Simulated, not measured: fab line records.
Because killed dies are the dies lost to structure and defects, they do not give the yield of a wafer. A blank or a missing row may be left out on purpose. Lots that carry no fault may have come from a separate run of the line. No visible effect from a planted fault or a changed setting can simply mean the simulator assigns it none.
fab line records ; flow ritCmos
record: lots: 6; wafers: 18; lastDay: 7
route steps=202 shown CONTACT@183 M1@184
lots with no fault: from the same line, run without faults
startH: start of the lot's first displayed wafer, in hours after the record's first day ; waitH: how many hours have passed since the lot's step before this one ; " the same as in the row above ; L1.1+2: a single row standing in for several wafers ; - either no value or no given start ; * or withheld: withheld ; < > ~ a bound
route shown NAME@n: a module of which the file shows steps, and the number in the route of the first ; usual: mean/standard deviation taken from wafers without a fault ; same: alike in all rows ; chamber/n: place in a boat ; sites: the reading at each site ; _std_site: how widely they spread, as a standard deviation ; _edge_site: inner sites' mean taken away from outer sites' mean ; radiusMm: how far each site lies from the wafer's centre ; mask NAME#n: copy n ; behind: the most recent tool/chamber to have shaped the wafer ; hold: the reason the lot was held/the length of the hold in hours/how it ended ; device: transistor that didn't switch, given as n, p or np ; end of line: tests run on the same wafers once the route is complete ; where a step has no rows: the recipe by itself ; killed: count of dies lost to structure and defects at first sort (not the wafer's yield) ; map: shows each die of a wafer: x if killed, . if not, _ if none is there
set.NAME: the setting the step ran with; set.NAME@STEP: the setting that earlier step ran with ; model.NAME: the simulator's own value behind a step, which no gauge read
lots at selected steps of the route; one table per step, one row per wafer
services: a tool's chamber out of use, with start hour (startH, from the record's first day; less than 0 if before it), hours out, and reason
== steps ==
step: RIT_CONTACT_CLEAN_14
recipe: chemistry: SC2; mix: 3:3:50; timeS: 600; tempC: 75; dry: n2Spin
step: RIT_M1_SPUTTER_00
recipe: material: Al; targetThkNm: 400; powerW: 2000; chamberPressurePa: 0.4; gas: Ar; timeS: 500; substrateTempC: 25
usual: throttleValvePct: 29.9/0.69
lot.wafer;tool;chamber;startH;waitH;throttleValvePct
L237.1;pvdSputter-01;-;56.59;0.0;29.7
L237.3;pvdSputter-01;-;56.59;0.0;29.4
L237.5;pvdSputter-01;-;56.59;0.0;30.0
L238.1;pvdSputter-03;-;62.15;0.0;31.3
L238.4;pvdSputter-03;-;62.15;0.0;30.2
L238.6;pvdSputter-03;-;62.15;0.0;30.2
L247.2;pvdSputter-04;-;110.06;0.0;28.1
L247.4;pvdSputter-04;-;110.06;0.0;30.0
L247.6;pvdSputter-04;-;110.06;0.0;29.9
L250.1;pvdSputter-03;-;122.86;0.0;30.5
L250.2;pvdSputter-03;-;122.86;0.0;29.9
L250.6;pvdSputter-03;-;122.86;0.0;29.7
L257.2;pvdSputter-01;-;156.92;0.0;28.7
L257.3;pvdSputter-01;-;156.92;0.0;29.9
L257.4;pvdSputter-01;-;156.92;0.0;29.9
L258.3;pvdSputter-03;-;161.78;0.0;30.5
L258.4;pvdSputter-03;-;161.78;0.0;31.2
L258.6;pvdSputter-03;-;161.78;0.0;29.9
step: RIT_M1_RS_MEAS_01
recipe: thkMeasGauge: four-point-probe; reads: Al_of_M1_SPUTTER_00
usual: M1_AL_RS: 0.0732/0.00077
lot.wafer;tool;chamber;startH;waitH;M1_AL_RS[ohm/sq]
L237.1;filmMetro-02;-;56.89;0.1;0.0727
L237.3;filmMetro-02;-;56.89;0.1;0.0727
L237.5;filmMetro-02;-;56.89;0.1;0.0718
L238.1;filmMetro-04;-;62.45;0.1;0.0735
L238.4;filmMetro-04;-;62.45;0.1;0.0740
L238.6;filmMetro-04;-;62.45;0.1;0.0743
L247.2;filmMetro-04;-;110.37;0.2;0.0755
L247.4;filmMetro-04;-;110.37;0.2;0.0749
L247.6;filmMetro-04;-;110.37;0.2;0.0744
L250.1;filmMetro-02;-;123.15;0.1;0.0739
L250.2;filmMetro-02;-;123.15;0.1;0.0738
L250.6;filmMetro-02;-;123.15;0.1;0.0734
L257.2;filmMetro-02;-;157.23;0.2;0.0741
L257.3;filmMetro-02;-;157.23;0.2;0.0731
L257.4;filmMetro-02;-;157.23;0.2;0.0746
L258.3;filmMetro-03;-;162.12;0.2;0.0741
L258.4;filmMetro-03;-;162.12;0.2;0.0731
L258.6;filmMetro-03;-;162.12;0.2;0.0726
step: RIT_M1_THK_MEAS_02
recipe: thkMeasGauge: xrf; reads: Al_of_M1_SPUTTER_00
usual: M1_AL_THK: 402/4.7
lot.wafer;tool;chamber;startH;waitH;M1_AL_THK[nm]
L237.1;filmMetro-02;-;57.01;0.1;402
L237.3;filmMetro-02;-;57.01;0.1;404
L237.5;filmMetro-02;-;57.01;0.1;411
L238.1;filmMetro-04;-;62.57;0.1;399
L238.4;filmMetro-04;-;62.57;0.1;398
L238.6;filmMetro-04;-;62.57;0.1;397
L247.2;filmMetro-04;-;110.48;0.1;387
L247.4;filmMetro-04;-;110.48;0.1;393
L247.6;filmMetro-04;-;110.48;0.1;399
L250.1;filmMetro-02;-;123.27;0.1;396
L250.2;filmMetro-02;-;123.27;0.1;397
L250.6;filmMetro-02;-;123.27;0.1;397
L257.2;filmMetro-02;-;157.34;0.1;396
L257.3;filmMetro-02;-;157.34;0.1;401
L257.4;filmMetro-02;-;157.34;0.1;393
L258.3;filmMetro-03;-;162.22;0.1;399
L258.4;filmMetro-03;-;162.22;0.1;406
L258.6;filmMetro-03;-;162.22;0.1;407
step: RIT_M1_HMDS_03
recipe: primeTimeS: 60; primeTempC: 140
step: RIT_M1_COAT_04
recipe: resist: NOVOLAK; spinRpm: 2000; resistThkNm: 1300
step: RIT_M1_SOFTBAKE_05
recipe: resist: NOVOLAK; tempC: 90; timeS: 60
step: RIT_M1_EXPOSE_06
recipe: maskId: M12; na: 0.6; sourceShape: conventional; sigmaOuter: 0.5; targetCdNm: 2600; doseMj: 250
step: RIT_M1_PEB_07
recipe: resist: NOVOLAK; tempC: withheld; timeS: withheld
step: RIT_M1_DEVELOP_08
recipe: resist: NOVOLAK; developTimeS: 68; devTempC: 23
step: RIT_M1_CD_MEAS_09
recipe: targetCdNm: 2600
usual: cdNm: 2599.4/2.2
lot.wafer;tool;chamber;startH;waitH;cdNm
L237.1;cdSem-02;-;58.24;-;2598.1
L237.3;cdSem-02;-;58.24;-;2599.8
L237.5;cdSem-02;-;58.24;-;2599.8
L238.1;cdSem-02;-;63.76;-;2598.7
L238.4;cdSem-02;-;63.76;-;2599.7
L238.6;cdSem-02;-;63.76;-;2599.3
L247.2;cdSem-02;-;111.56;-;2601.6
L247.4;cdSem-02;-;111.56;-;2598.5
L247.6;cdSem-02;-;111.56;-;2601.0
L250.1;cdSem-02;-;124.21;-;2602.6
L250.2;cdSem-02;-;124.21;-;2603.3
L250.6;cdSem-02;-;124.21;-;2602.5
L257.2;cdSem-01;-;158.29;-;2595.6
L257.3;cdSem-01;-;158.29;-;2597.4
L257.4;cdSem-01;-;158.29;-;2598.1
L258.3;cdSem-01;-;163.30;-;2602.4
L258.4;cdSem-01;-;163.30;-;2602.4
L258.6;cdSem-01;-;163.30;-;2600.9
step: RIT_M1_OVL_MEAS_10
usual: M1_OVL: 0.8/1.7
lot.wafer;tool;chamber;startH;waitH;M1_OVL[nm]
L237.1;overlay-02;-;58.36;0.1;1.7
L237.3;overlay-02;-;58.36;0.1;-0.3
L237.5;overlay-02;-;58.36;0.1;-0.6
L238.1;overlay-01;-;63.88;0.1;-0.7
L238.4;overlay-01;-;63.88;0.1;-0.7
L238.6;overlay-01;-;63.88;0.1;0.1
L247.2;overlay-02;-;111.66;0.1;1.2
L247.4;overlay-02;-;111.66;0.1;0.6
L247.6;overlay-02;-;111.66;0.1;0.0
L250.1;overlay-02;-;124.33;0.1;-1.1
L250.2;overlay-02;-;124.33;0.1;-1.5
L250.6;overlay-02;-;124.33;0.1;-0.9
L257.2;overlay-01;-;158.40;0.1;2.5
L257.3;overlay-01;-;158.40;0.1;2.7
L257.4;overlay-01;-;158.40;0.1;2.2
L258.3;overlay-01;-;163.39;0.1;-1.7
L258.4;overlay-01;-;163.39;0.1;-2.0
L258.6;overlay-01;-;163.39;0.1;-0.4
step: RIT_M1_HARDBAKE_11
recipe: resist: NOVOLAK; tempC: 140; timeS: 120
usual: heaterPowerTotalW: 52.02/0.056; plateTempC: 140.00/0.14
lot.wafer;tool;chamber;startH;waitH;heaterPowerTotalW;plateTempC
L237.1;lithoTrack-03;0;58.40;0.0;51.90;140.43
L237.3;lithoTrack-03;0;58.40;0.0;51.96;140.10
L237.5;lithoTrack-03;0;58.40;0.0;52.02;139.97
L238.1;lithoTrack-04;0;64.13;0.2;52.08;140.14
L238.4;lithoTrack-04;0;64.13;0.2;51.97;140.14
L238.6;lithoTrack-04;0;64.13;0.2;52.02;140.13
L247.2;lithoTrack-02;0;111.88;0.2;52.01;139.90
L247.4;lithoTrack-02;0;111.88;0.2;52.12;140.11
L247.6;lithoTrack-02;0;111.88;0.2;52.05;139.93
L250.1;lithoTrack-03;0;124.49;0.2;51.14;138.10
L250.2;lithoTrack-03;0;124.49;0.2;51.13;138.13
L250.6;lithoTrack-03;0;124.49;0.2;51.07;138.05
L257.2;lithoTrack-03;0;158.47;0.1;51.12;137.94
L257.3;lithoTrack-03;0;158.47;0.1;51.24;137.95
L257.4;lithoTrack-03;0;158.47;0.1;51.13;137.88
L258.3;lithoTrack-04;0;163.50;0.1;51.96;140.06
L258.4;lithoTrack-04;0;163.50;0.1;52.00;140.01
L258.6;lithoTrack-04;0;163.50;0.1;52.17;140.06
step: RIT_M1_METAL_ETCH_12
recipe: stopOn: SiO2; chemistry: Cl2/BCl3; target: Al; timeS: 165; overEtchFrac: 0.5; pressureMtorr: 100; targetDepthA: 6000; rfW: 250; Cl2_flow_sccm: 60; bcl3FlowSccm: 50
usual: bcl3FlowSccm: 50.02/0.16; chamberPressureMTorr: 99.99/0.09; drypumpMotorCurrentA: 5.6/0.64; oesProductAu: 0.777/0.011; throttleValvePct: 8.31/0.12
lot.wafer;tool;chamber;startH;waitH;bcl3FlowSccm;chamberPressureMTorr;drypumpMotorCurrentA;oesProductAu;rfHoursCounterH;throttleValvePct
L237.1;rieMetal-03;1;58.65;0.2;50.19;100.01;4.9;0.797;1;8.44
L237.3;rieMetal-03;0;58.65;0.2;49.99;100.06;5.8;0.787;-;8.37
L237.5;rieMetal-03;0;58.65;0.2;50.02;100.06;5.8;0.785;-;8.36
L238.1;rieMetal-04;1;64.38;0.2;50.29;100.12;4.9;0.757;35;8.36
L238.4;rieMetal-04;1;64.38;0.2;49.98;99.88;4.8;0.757;-;8.38
L238.6;rieMetal-04;1;64.38;0.2;50.25;100.02;4.9;0.762;-;8.39
L247.2;rieMetal-04;1;112.14;0.2;50.04;100.01;4.9;0.752;-;8.37
L247.4;rieMetal-04;1;112.14;0.2;50.10;99.95;4.8;0.755;-;8.38
L247.6;rieMetal-04;1;112.14;0.2;50.16;99.98;4.8;0.754;-;8.37
L250.1;rieMetal-04;1;124.74;0.2;49.86;100.00;4.9;0.752;37;8.38
L250.2;rieMetal-04;1;124.74;0.2;49.82;99.95;4.9;0.760;-;8.37
L250.6;rieMetal-04;1;124.74;0.2;49.94;100.04;4.9;0.771;-;8.36
L257.2;rieMetal-04;1;158.68;0.2;50.16;100.03;4.8;0.773;0;8.37
L257.3;rieMetal-04;0;158.68;0.2;50.22;99.99;5.9;0.778;-;8.31
L257.4;rieMetal-04;1;158.68;0.2;50.02;100.04;4.8;0.781;-;8.35
L258.3;rieMetal-02;1;163.72;0.2;50.00;100.12;6.0;0.778;-;8.10
L258.4;rieMetal-02;0;163.72;0.2;49.91;99.94;6.5;0.772;-;8.18
L258.6;rieMetal-02;0;163.72;0.2;50.14;99.94;6.6;0.777;-;8.16
step: RIT_M1_PROBE_99
usual: defectLimitedYield: 97.4/1.1; killedAtContacts: 0.1/0.3; killedAtFrontEnd: 6.9/2.9; killedDies: 7.0/2.9; killedOpen: 3.3/2; killedShort: 3.7/2; sort_bin_3_pad_short: 0.1/0.22; sort_bin_5_function: 1.5/0.81; sort_bin_6_memory: 1.0/0.64; sortNPass: 257.0/2.9; sortYieldPct: 97.4/1.1
same: grossDies: 264; killed_at_M0_to_M3: 0; killed_at_M4_up: 0; killedAtBackSide: 0; killedAtOther: 0
lot.wafer;tool;chamber;startH;waitH;defectLimitedYield[%];killedAtContacts;killedAtFrontEnd;killedDies;killedOpen;killedShort;sort_bin_3_pad_short[%];sort_bin_5_function[%];sort_bin_6_memory[%];sortNPass;sortYieldPct[%]
L237.1;prober-01;-;60.90;0.1;97.3;0;7;7;4;3;0;2.7;0;257.0;97.3
L237.3;prober-01;-;61.00;0.2;99.2;0;2;2;0;2;0;0.8;0;262.0;99.2
L237.5;prober-01;-;61.10;0.2;97.3;0;7;7;6;1;0.4;1.1;1.1;257.0;97.3
L238.1;prober-02;-;66.79;0.1;98.9;0;3;3;1;2;0;0.8;0.4;261.0;98.9
L238.4;prober-02;-;66.94;0.2;96.6;0;9;9;3;6;0.4;2.7;0.4;255.0;96.6
L238.6;prober-02;-;67.04;0.2;98.1;0;5;5;3;2;0;1.1;0.8;259.0;98.1
L247.2;prober-02;-;114.57;0.1;94.3;0;15;15;7;8;0.4;3.4;1.9;249.0;94.3
L247.4;prober-02;-;114.67;0.2;95.1;0;13;13;5;8;0.4;2.7;1.9;251.0;95.1
L247.6;prober-02;-;114.77;0.2;96.6;0;9;9;4;5;0;2.7;0.8;255.0;96.6
L250.1;prober-01;-;127.16;0.1;97.7;0;6;6;3;3;0;1.5;0.8;258.0;97.7
L250.2;prober-01;-;127.21;0.1;95.8;0;11;11;2;9;0.4;1.9;1.9;253.0;95.8
L250.6;prober-01;-;127.41;0.2;96.2;0;10;10;5;5;0;1.9;1.9;254.0;96.2
L257.2;prober-01;-;160.98;0.1;98.1;0;5;5;3;2;0.4;1.1;0.4;259.0;98.1
L257.3;prober-01;-;161.03;0.2;98.5;0;4;4;2;2;0.4;0.8;0.4;260.0;98.5
L257.4;prober-01;-;161.08;0.2;97.0;0;8;8;4;4;0;2.3;0.8;256.0;97.0
L258.3;prober-02;-;166.04;0.2;98.1;0;5;5;3;2;0;0.8;1.1;259.0;98.1
L258.4;prober-02;-;166.09;0.2;95.8;2;9;11;3;8;1.5;0.4;2.3;253.0;95.8
L258.6;prober-02;-;166.19;0.2;97.3;0;7;7;1;6;0.4;1.5;0.8;257.0;97.3
killed by level:class
L237.1 FOX2:geometricParticle:open=2 GATE:geometricParticle:short=2 GATE:geometricParticle:open=1 REOX:geometricParticle:short=1 SILICIDE:geometricParticle:open=1
L237.3 FOX2:geometricParticle:short=1 SILICIDE:geometricParticle:short=1
L237.5 FOX1:geometricParticle:open=2 GATE:geometricParticle:short=1 GATE:geometricParticle:open=1 REOX:geometricParticle:open=1 SPACER:geometricParticle:open=1 SILICIDE:geometricParticle:open=1
L238.1 REOX:geometricParticle:open=1 SPACER:geometricParticle:short=1 SILICIDE:geometricParticle:short=1
L238.4 GATE:geometricParticle:short=2 GATE:geometricParticle:open=2 REOX:geometricParticle:short=2 FOX1:geometricParticle:short=1 FOX2:geometricParticle:open=1 SILICIDE:geometricParticle:short=1
L238.6 GATE:geometricParticle:short=2 SPACER:geometricParticle:open=2 GATE:geometricParticle:open=1
L247.2 GATE:geometricParticle:open=4 SPACER:geometricParticle:short=3 FOX1:geometricParticle:short=2 SPACER:geometricParticle:open=2 GATE:geometricParticle:short=1 SILICIDE:geometricParticle:short=1 STARTING-WAFER:geometricParticle:open=1 STARTING-WAFER:geometricParticle:short=1
L247.4 GATE:geometricParticle:short=4 GATE:geometricParticle:open=3 SPACER:geometricParticle:short=2 FOX1:geometricParticle:open=1 FOX2:geometricParticle:open=1 REOX:geometricParticle:short=1 SILICIDE:geometricParticle:short=1
L247.6 FOX1:geometricParticle:short=3 SPACER:geometricParticle:open=2 FOX1:geometricParticle:open=1 GATE:geometricParticle:short=1 GATE:geometricParticle:open=1 SPACER:geometricParticle:short=1
L250.1 GATE:geometricParticle:short=2 GATE:geometricParticle:open=1 REOX:geometricParticle:short=1 REOX:geometricParticle:open=1 SPACER:geometricParticle:open=1
L250.2 REOX:geometricParticle:short=5 GATE:geometricParticle:short=4 GATE:geometricParticle:open=1 SILICIDE:geometricParticle:open=1
L250.6 GATE:geometricParticle:open=3 FOX1:geometricParticle:short=1 FOX1:geometricParticle:open=1 GATE:geometricParticle:short=1 REOX:geometricParticle:short=1 SPACER:geometricParticle:short=1 SILICIDE:geometricParticle:open=1 SILICIDE:geometricParticle:short=1
L257.2 GATE:geometricParticle:open=2 GATE:geometricParticle:short=1 REOX:geometricParticle:open=1 SILICIDE:geometricParticle:short=1
L257.3 GATE:geometricParticle:short=2 FOX1:geometricParticle:open=1 SPACER:geometricParticle:open=1
L257.4 GATE:geometricParticle:open=4 REOX:geometricParticle:short=2 FOX2:geometricParticle:short=1 GATE:geometricParticle:short=1
L258.3 GATE:geometricParticle:open=3 GATE:geometricParticle:short=1 SPACER:geometricParticle:short=1
L258.4 SPACER:geometricParticle:short=3 GATE:geometricParticle:short=2 GATE:geometricParticle:open=2 CONTACT:geometricParticle:short=2 REOX:geometricParticle:short=1 SPACER:geometricParticle:open=1
L258.6 GATE:geometricParticle:short=4 SPACER:geometricParticle:short=2 SPACER:geometricParticle:open=1
== services ==
tool;chamber;startH;hours;kind
pvdSputter-03;-;39.43;2.6;repair
rieMetal-04;0;59.40;90.1;repair
rieMetal-02;-;79.01;0.3;repair
rieMetal-04;1;84.29;11.0;repair
rieMetal-04;-;136.12;20.0;pm
rieMetal-04;0;136.12;20.0;ventCycle
rieMetal-04;1;136.12;20.0;ventCycle
rieMetal-04;0;156.12;-;clean
rieMetal-04;1;156.12;-;clean
== key ==
firstSign: step: RIT_M1_HARDBAKE_11; reading: heaterPowerTotalW; direction: down; sigmas: 16; usual: 52.02; struck: 51.14
effect: step: RIT_M1_HARDBAKE_11; reading: plateTempC; direction: down; sigmas: 15; usual: *; struck: *
metAt RIT_M1_HARDBAKE_11
struckWafers L250.1,L250.2,L250.6,L257.2,L257.3,L257.4
onsetBetween 58.40 124.49
fault: kind: processParameterDrift; tool: lithoTrack-03; chamber: -; onsetH: 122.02; steps: RIT_M1_HARDBAKE_11; channel: tempC; offset: *; shape: step; endH: 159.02; actsIn: *; stated: *
